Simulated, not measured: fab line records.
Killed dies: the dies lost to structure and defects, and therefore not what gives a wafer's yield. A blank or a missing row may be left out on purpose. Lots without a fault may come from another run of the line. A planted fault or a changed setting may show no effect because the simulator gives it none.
fab line records + flow rit_cmos
[record]
- lots = 6
- wafers = 18
- last_day = 6
route steps=202 shown PSD@144 SDANNEAL@153 NSD@158 PLDD@159 NLDD@160 SILICIDE@161 M1@202
lots that met no fault: taken from a fault-free run of the same line
start_h: hours from the record's opening day to when the first of the lot's shown wafers began + wait_h: hours from the lot's prior step to this one + " repeats the value in the row above + L1.1+2: several wafers, shown together as one row + - no value present, or no start provided + * or withheld: withheld + < > ~ a bound
route shown NAME@n: a module of which the file shows steps, and the number in the route of the first + usual: average and standard deviation across the fault-free wafers + same: alike in all rows + chamber/n: place in a boat + sites: per-site readings + _std_site: their standard deviation + _edge_site: mean of outer sites minus mean of inner sites + radius_mm: how far each site lies from the wafer's centre + mask NAME#n: copy n + behind: the last tool/chamber to shape the wafer + hold: why the lot was held/for how many hours/how that ended + device: which transistor (n, p or np) failed to switch + end of line: tests run on the same wafers once the route is complete + step lacking rows: just its recipe + killed: at the first sort, the dies lost to defects and structure; wafer yield is something else + map: shows each die of a wafer: x if killed, . if not, _ if none is there
set.NAME: the setting that was run; set.NAME@STEP: the one run at that earlier step + model.NAME: the simulator's own value behind a step, which no gauge read
lots seen at some steps along the route; tables by step, rows by wafer
services: when a tool's chamber went out of use (start_h, in hours from the record's first day, below 0 if earlier), for how many hours, and the reason
[[steps]]
[step RIT_PSD_SOFTBAKE_02]
[recipe]
- resist = NOVOLAK
- temp_c = 90
- time_s = 60
[step RIT_PSD_EXPOSE_03]
[recipe]
- mask_id = M10
- na = 0.57
- target_cd_nm = 40900
- dose_mj = 250
[step RIT_PSD_PEB_04]
[recipe]
- resist = NOVOLAK
- temp_c = withheld
- time_s = withheld
[step RIT_PSD_DEVELOP_05]
[recipe]
- resist = NOVOLAK
- develop_time_s = 50
- dev_temp_c = 23
[step RIT_PSD_OVL_MEAS_06]
[usual]
- PSD_OVL = -0.6/1.5
| lot.wafer | tool       | chamber | start_h | wait_h | PSD_OVL[nm] |
|-----------|------------|---------|---------|--------|-------------|
| L456.1    | overlay-01 | -       | 60.90   | -      | -1.1        |
| L456.3    | "          | -       | "       | "      | -2.7        |
| L456.4    | "          | -       | "       | "      | -1.4        |
| L455.2    | overlay-01 | -       | 61.03   | -      | -1.9        |
| L455.3    | "          | -       | "       | "      | -2.5        |
| L455.5    | "          | -       | "       | "      | -0.5        |
| L467.1    | overlay-01 | -       | 117.96  | -      | -0.8        |
| L467.5    | "          | -       | "       | "      | 0.1         |
| L467.6    | "          | -       | "       | "      | -1.4        |
| L468.1    | overlay-01 | -       | 121.83  | -      | -1.3        |
| L468.3    | "          | -       | "       | "      | 0.2         |
| L468.4    | "          | -       | "       | "      | -1.0        |
| L469.3    | overlay-02 | -       | 129.69  | -      | -1.3        |
| L469.4    | "          | -       | "       | "      | 0.3         |
| L469.5    | "          | -       | "       | "      | 0.2         |
| L470.1    | overlay-02 | -       | 131.51  | -      | 1.8         |
| L470.3    | "          | -       | "       | "      | 3.4         |
| L470.6    | "          | -       | "       | "      | 2.8         |
[step RIT_PSD_HARDBAKE_07]
[recipe]
- resist = NOVOLAK
- temp_c = 140
- time_s = 60
[step RIT_PSD_IMPLANT_08]
[recipe]
- species = BF2
- energy_kev = 27
- dose_cm2 = 5e+15
- tilt_deg = 7
[step RIT_PSD_STRIP_09]
[recipe]
- chemistry = O2
- time_s = 180
- resist = NOVOLAK
- platen_temp_c = withheld
- power_w = 500
- pressure_mtorr = 4000
- o2_flow_sccm = 4000
[usual]
- drypump_motor_current_A = 5.6/0.48
| lot.wafer | tool            | chamber | start_h | wait_h | drypump_motor_current_A | rf_hours_counter_h |
|-----------|-----------------|---------|---------|--------|-------------------------|--------------------|
| L456.1    | plasma_asher-02 | 0       | 61.24   | 0.1    | 5.3                     | 40                 |
| L456.3    | "               | 0       | "       | "      | 5.3                     | -                  |
| L456.4    | "               | 1       | "       | "      | 6.0                     | -                  |
| L455.2    | plasma_asher-04 | 1       | 61.36   | 0.1    | 5.7                     | 43                 |
| L455.3    | "               | 1       | "       | "      | 5.7                     | -                  |
| L455.5    | "               | 1       | "       | "      | 5.7                     | -                  |
| L467.1    | plasma_asher-02 | 0       | 118.30  | 0.1    | 5.3                     | 0                  |
| L467.5    | "               | 0       | "       | "      | 5.3                     | -                  |
| L467.6    | "               | 1       | "       | "      | 6.1                     | -                  |
| L468.1    | plasma_asher-02 | 1       | 122.17  | 0.1    | 6.0                     | 1                  |
| L468.3    | "               | 1       | "       | "      | 6.0                     | -                  |
| L468.4    | "               | 0       | "       | "      | 5.3                     | -                  |
| L469.3    | plasma_asher-03 | 1       | 130.07  | 0.1    | 5.4                     | -                  |
| L469.4    | "               | 0       | "       | "      | 4.9                     | -                  |
| L469.5    | "               | 0       | "       | "      | 4.9                     | -                  |
| L470.1    | plasma_asher-04 | 1       | 131.84  | 0.1    | 5.7                     | 51                 |
| L470.3    | "               | 1       | "       | "      | 5.7                     | -                  |
| L470.6    | "               | 0       | "       | "      | 6.3                     | -                  |
[step RIT_PSD_TW_MEAS_10]
[usual]
- PSD_TW = 3448/31
| lot.wafer | tool          | chamber | start_h | wait_h | PSD_TW |
|-----------|---------------|---------|---------|--------|--------|
| L456.1    | film_metro-01 | -       | 61.42   | 0.1    | 3487   |
| L456.3    | "             | -       | "       | "      | 3485   |
| L456.4    | "             | -       | "       | "      | 3483   |
| L455.2    | film_metro-02 | -       | 61.54   | 0.1    | 3447   |
| L455.3    | "             | -       | "       | "      | 3454   |
| L455.5    | "             | -       | "       | "      | 3452   |
| L467.1    | film_metro-01 | -       | 118.47  | 0.1    | 3486   |
| L467.5    | "             | -       | "       | "      | 3490   |
| L467.6    | "             | -       | "       | "      | 3491   |
| L468.1    | film_metro-02 | -       | 122.34  | 0.1    | 3434   |
| L468.3    | "             | -       | "       | "      | 3411   |
| L468.4    | "             | -       | "       | "      | 3429   |
| L469.3    | film_metro-02 | -       | 130.21  | 0.1    | 3402   |
| L469.4    | "             | -       | "       | "      | 3429   |
| L469.5    | "             | -       | "       | "      | 3418   |
| L470.1    | film_metro-03 | -       | 132.02  | 0.1    | 3391   |
| L470.3    | "             | -       | "       | "      | 3428   |
| L470.6    | "             | -       | "       | "      | 3414   |
[step RIT_SDANNEAL_CLEAN_00]
[recipe]
- chemistry = SC1
- mix = 3:3:50
- time_s = 600
- temp_c = 75
[step RIT_SDANNEAL_CLEAN_01]
[recipe]
- chemistry = dHF
- dilution = 50:1
- time_s = 30
[step RIT_SDANNEAL_CLEAN_02]
[recipe]
- chemistry = SC2
- mix = 3:3:50
- time_s = 600
- temp_c = 75
- dry = n2_spin
[step RIT_SDANNEAL_RTA_03]
[recipe]
- temp_c = 1050
- time_s = 5
- idle_temp_c = 600
- ramp_up_c_per_s = 342
- ramp_down_c_per_s = 171
- cool_to_c = 600
- ambient = N2
[usual]
- chamber_o2_ppm = 1.999/0.023
- wafer_temp_C_max = 1053.5/1.2
| lot.wafer | tool          | chamber | start_h | wait_h | chamber_o2_ppm | wafer_temp_C_max |
|-----------|---------------|---------|---------|--------|----------------|------------------|
| L456.1    | rtp_anneal-01 | 0       | 61.91   | 0.0    | 2.004          | 1053.5           |
| L456.3    | "             | 0       | "       | "      | 2.008          | 1052.5           |
| L456.4    | "             | 0       | "       | "      | 1.996          | 1053.0           |
| L455.2    | rtp_anneal-02 | 0       | 62.04   | 0.0    | 2.004          | 1055.8           |
| L455.3    | "             | 0       | "       | "      | 2.035          | 1053.8           |
| L455.5    | "             | 0       | "       | "      | 1.993          | 1054.3           |
| L467.1    | rtp_anneal-01 | 0       | 118.90  | 0.0    | 1.984          | 1052.9           |
| L467.5    | "             | 0       | "       | "      | 1.985          | 1054.7           |
| L467.6    | "             | 0       | "       | "      | 1.982          | 1056.8           |
| L468.1    | rtp_anneal-02 | 0       | 122.79  | 0.0    | 1.995          | 1087.7           |
| L468.3    | "             | 0       | "       | "      | 1.970          | 1085.3           |
| L468.4    | "             | 0       | "       | "      | 1.966          | 1087.3           |
| L469.3    | rtp_anneal-01 | 0       | 130.65  | 0.0    | 1.991          | 1054.2           |
| L469.4    | "             | 0       | "       | "      | 1.969          | 1053.8           |
| L469.5    | "             | 0       | "       | "      | 1.991          | 1052.8           |
| L470.1    | rtp_anneal-02 | 0       | 132.46  | 0.0    | 1.995          | 1087.1           |
| L470.3    | "             | 0       | "       | "      | 2.018          | 1087.4           |
| L470.6    | "             | 0       | "       | "      | 2.012          | 1086.8           |
[step RIT_SDANNEAL_RS_MEAS_04]
[recipe]
- thk_meas_gauge = four-point-probe
[usual]
- PSD_RS = 115.98/0.24
| lot.wafer | tool          | chamber | start_h | wait_h | PSD_RS[ohm/sq] |
|-----------|---------------|---------|---------|--------|----------------|
| L456.1    | film_metro-02 | -       | 61.97   | 0.0    | 116.08         |
| L456.3    | "             | -       | "       | "      | 115.94         |
| L456.4    | "             | -       | "       | "      | 115.93         |
| L455.2    | film_metro-01 | -       | 62.10   | 0.1    | 115.63         |
| L455.3    | "             | -       | "       | "      | 115.94         |
| L455.5    | "             | -       | "       | "      | 115.76         |
| L467.1    | film_metro-03 | -       | 118.96  | 0.0    | 116.13         |
| L467.5    | "             | -       | "       | "      | 115.90         |
| L467.6    | "             | -       | "       | "      | 116.07         |
| L468.1    | film_metro-01 | -       | 122.84  | 0.0    | 93.88          |
| L468.3    | "             | -       | "       | "      | 93.88          |
| L468.4    | "             | -       | "       | "      | 93.84          |
| L469.3    | film_metro-02 | -       | 130.73  | 0.1    | 116.18         |
| L469.4    | "             | -       | "       | "      | 116.32         |
| L469.5    | "             | -       | "       | "      | 116.35         |
| L470.1    | film_metro-02 | -       | 132.52  | 0.0    | 93.98          |
| L470.3    | "             | -       | "       | "      | 94.20          |
| L470.6    | "             | -       | "       | "      | 94.21          |
[step RIT_SDANNEAL_RS_MEAS_05]
[recipe]
- thk_meas_gauge = four-point-probe
[usual]
- NSD_RS = 84.48/0.29
| lot.wafer | tool          | chamber | start_h | wait_h | NSD_RS[ohm/sq] |
|-----------|---------------|---------|---------|--------|----------------|
| L456.1    | film_metro-02 | -       | 62.09   | 0.1    | 84.37          |
| L456.3    | "             | -       | "       | "      | 84.09          |
| L456.4    | "             | -       | "       | "      | 84.23          |
| L455.2    | film_metro-01 | -       | 62.22   | 0.1    | 84.45          |
| L455.3    | "             | -       | "       | "      | 84.05          |
| L455.5    | "             | -       | "       | "      | 83.99          |
| L467.1    | film_metro-03 | -       | 119.08  | 0.1    | 84.50          |
| L467.5    | "             | -       | "       | "      | 84.44          |
| L467.6    | "             | -       | "       | "      | 84.42          |
| L468.1    | film_metro-01 | -       | 122.96  | 0.1    | 83.69          |
| L468.3    | "             | -       | "       | "      | 83.85          |
| L468.4    | "             | -       | "       | "      | 83.62          |
| L469.3    | film_metro-02 | -       | 130.85  | 0.1    | 84.74          |
| L469.4    | "             | -       | "       | "      | 85.01          |
| L469.5    | "             | -       | "       | "      | 84.58          |
| L470.1    | film_metro-02 | -       | 132.64  | 0.1    | 83.39          |
| L470.3    | "             | -       | "       | "      | 83.43          |
| L470.6    | "             | -       | "       | "      | 83.36          |
[step RIT_SDANNEAL_RS_MEAS_06]
[recipe]
- thk_meas_gauge = four-point-probe
[usual]
- PLDD_RS = 178.7/0.5
| lot.wafer | tool          | chamber | start_h | wait_h | PLDD_RS[ohm/sq] |
|-----------|---------------|---------|---------|--------|-----------------|
| L456.1    | film_metro-02 | -       | 62.21   | 0.1    | 178.8           |
| L456.3    | "             | -       | "       | "      | 178.8           |
| L456.4    | "             | -       | "       | "      | 179.1           |
| L455.2    | film_metro-01 | -       | 62.34   | 0.1    | 178.6           |
| L455.3    | "             | -       | "       | "      | 179.0           |
| L455.5    | "             | -       | "       | "      | 178.6           |
| L467.1    | film_metro-03 | -       | 119.20  | 0.1    | 178.3           |
| L467.5    | "             | -       | "       | "      | 179.2           |
| L467.6    | "             | -       | "       | "      | 179.0           |
| L468.1    | film_metro-01 | -       | 123.08  | 0.1    | 158.4           |
| L468.3    | "             | -       | "       | "      | 159.4           |
| L468.4    | "             | -       | "       | "      | 158.6           |
| L469.3    | film_metro-02 | -       | 130.97  | 0.1    | 178.7           |
| L469.4    | "             | -       | "       | "      | 178.3           |
| L469.5    | "             | -       | "       | "      | 178.7           |
| L470.1    | film_metro-02 | -       | 132.76  | 0.1    | 160.1           |
| L470.3    | "             | -       | "       | "      | 160.5           |
| L470.6    | "             | -       | "       | "      | 160.6           |
[step RIT_SDANNEAL_RS_MEAS_07]
[recipe]
- thk_meas_gauge = four-point-probe
[usual]
- NLDD_RS = 151.6/0.43
| lot.wafer | tool          | chamber | start_h | wait_h | NLDD_RS[ohm/sq] |
|-----------|---------------|---------|---------|--------|-----------------|
| L456.1    | film_metro-02 | -       | 62.33   | 0.1    | 152.2           |
| L456.3    | "             | -       | "       | "      | 152.1           |
| L456.4    | "             | -       | "       | "      | 151.8           |
| L455.2    | film_metro-01 | -       | 62.46   | 0.1    | 151.9           |
| L455.3    | "             | -       | "       | "      | 151.9           |
| L455.5    | "             | -       | "       | "      | 151.8           |
| L467.1    | film_metro-03 | -       | 119.32  | 0.1    | 151.1           |
| L467.5    | "             | -       | "       | "      | 151.6           |
| L467.6    | "             | -       | "       | "      | 151.8           |
| L468.1    | film_metro-01 | -       | 123.20  | 0.1    | 150.2           |
| L468.3    | "             | -       | "       | "      | 150.2           |
| L468.4    | "             | -       | "       | "      | 149.9           |
| L469.3    | film_metro-02 | -       | 131.09  | 0.1    | 151.9           |
| L469.4    | "             | -       | "       | "      | 152.4           |
| L469.5    | "             | -       | "       | "      | 151.9           |
| L470.1    | film_metro-02 | -       | 132.88  | 0.1    | 151.2           |
| L470.3    | "             | -       | "       | "      | 150.4           |
| L470.6    | "             | -       | "       | "      | 150.6           |
[step RIT_SILICIDE_WET_ETCH_00]
[recipe]
- chemistry = BOE
- target = SiO2
- target_depth_nm = 14
- time_s = 15
- dry = n2_spin
- dilution = 10:1
- temp_c = 21.5
[step RIT_M1_PROBE_99]
[usual]
- killed_at_contacts = 0.1/0.31
- killed_at_front_end = 6.3/2.7
- killed_dies = 6.4/2.7
- killed_open = 3.3/2
- killed_short = 3/1.8
[same]
- gross_dies = 264
- killed_at_M0_to_M3 = 0
- killed_at_M4_up = 0
- killed_at_back_side = 0
- killed_at_other = 0
| lot.wafer | tool      | chamber | start_h | wait_h | killed_at_contacts | killed_at_front_end | killed_dies | killed_open | killed_short |
|-----------|-----------|---------|---------|--------|--------------------|---------------------|-------------|-------------|--------------|
| L456.1    | prober-02 | -       | 69.33   | 0.1    | 0                  | 5                   | 5           | 2           | 3            |
| L456.3    | prober-02 | -       | 69.43   | 0.2    | 0                  | 6                   | 6           | 2           | 4            |
| L456.4    | prober-02 | -       | 69.48   | 0.2    | 0                  | 6                   | 6           | 4           | 2            |
| L469.3    | prober-01 | -       | 138.19  | 0.2    | 0                  | 8                   | 8           | 6           | 2            |
| L469.4    | prober-01 | -       | 138.24  | 0.2    | 1                  | 5                   | 6           | 1           | 5            |
| L469.5    | prober-01 | -       | 138.29  | 0.2    | 0                  | 11                  | 11          | 4           | 7            |
| L470.1    | prober-02 | -       | 139.75  | 0.1    | 0                  | 6                   | 6           | 4           | 2            |
| L470.3    | prober-02 | -       | 139.85  | 0.2    | 0                  | 9                   | 9           | 6           | 3            |
| L470.6    | prober-02 | -       | 140.00  | 0.2    | 0                  | 7                   | 7           | 4           | 3            |
// killed by level:class
L456.1 REOX:geometric_particle:short=2 GATE:geometric_particle:open=1 GATE:geometric_particle:short=1 SPACER:geometric_particle:open=1
L456.3 GATE:geometric_particle:short=4 FOX2:geometric_particle:open=1 GATE:geometric_particle:open=1
L456.4 REOX:geometric_particle:open=2 FOX1:geometric_particle:open=1 FOX2:geometric_particle:open=1 FOX2:geometric_particle:short=1 REOX:geometric_particle:short=1
L469.3 GATE:geometric_particle:open=3 FOX1:geometric_particle:open=1 FOX1:geometric_particle:short=1 GATE:geometric_particle:short=1 SPACER:geometric_particle:open=1 SILICIDE:geometric_particle:open=1
L469.4 GATE:geometric_particle:short=2 REOX:geometric_particle:short=1 SPACER:geometric_particle:short=1 SPACER:geometric_particle:open=1 CONTACT:geometric_particle:short=1
L469.5 GATE:geometric_particle:short=3 FOX1:geometric_particle:short=1 FOX1:geometric_particle:open=1 GATE:geometric_particle:open=1 REOX:geometric_particle:open=1 REOX:geometric_particle:short=1 SPACER:geometric_particle:short=1 SILICIDE:geometric_particle:short=1
L470.1 FOX2:geometric_particle:open=1 GATE:geometric_particle:short=1 GATE:geometric_particle:open=1 SPACER:geometric_particle:open=1 SPACER:geometric_particle:short=1 SILICIDE:geometric_particle:open=1
L470.3 GATE:geometric_particle:short=3 FOX1:geometric_particle:open=2 GATE:geometric_particle:open=2 SPACER:geometric_particle:open=1 SILICIDE:geometric_particle:open=1
L470.6 FOX1:geometric_particle:open=2 GATE:geometric_particle:open=2 FOX2:geometric_particle:short=1 GATE:geometric_particle:short=1 SILICIDE:geometric_particle:short=1
[[services]]
| tool            | chamber | start_h | hours | kind       |
|-----------------|---------|---------|-------|------------|
| rtp_anneal-02   | -       | 43.34   | 4.9   | pm         |
| plasma_asher-04 | -       | 68.49   | 0.4   | repair     |
| plasma_asher-02 | -       | 108.75  | 9.0   | pm         |
| plasma_asher-02 | 0       | 108.75  | 9.0   | vent_cycle |
| plasma_asher-02 | 1       | 108.75  | 9.0   | vent_cycle |
| plasma_asher-02 | 0       | 117.75  | -     | clean      |
| plasma_asher-02 | 1       | 117.75  | -     | clean      |
[[key]]
[first_sign]
- step = RIT_SDANNEAL_RTA_03
- reading = wafer_temp_C_max
- direction = up
- sigmas = 29
- usual = *
- struck = *
[effect]
- step = RIT_SDANNEAL_RS_MEAS_04
- reading = PSD_RS
- direction = down
- sigmas = 93
- usual = 115.98
- struck = 94.00
[effect]
- step = RIT_SDANNEAL_RS_MEAS_05
- reading = NSD_RS
- direction = down
- sigmas = 3.2
- usual = 84.48
- struck = 83.56
[effect]
- step = RIT_SDANNEAL_RS_MEAS_06
- reading = PLDD_RS
- direction = down
- sigmas = 38
- usual = 178.7
- struck = 159.6
[effect]
- step = RIT_SDANNEAL_RS_MEAS_07
- reading = NLDD_RS
- direction = down
- sigmas = 2.7
- usual = 151.6
- struck = 150.4
met_at RIT_SDANNEAL_RTA_03
struck_wafers L468.1,L468.3,L468.4,L470.1,L470.3,L470.6
tester_left_out L468,L470
onset_between 62.04 122.79
[fault]
- kind = process_parameter_drift
- tool = rtp_anneal-02
- chamber = -
- onset_h = 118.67
- steps = RIT_SDANNEAL_RTA_03
- channel = temp_c
- offset = *
- shape = step
- end_h = 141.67
- acts_in = *
- stated = *
// tester_left_out: of these lots the tester's yield and bins aren't shown, on N5 and GAA mostly nor the transistor test; their killed dies are dies lost to structure and defects alone, not to doping, threshold or leakage, so they don't give the yield
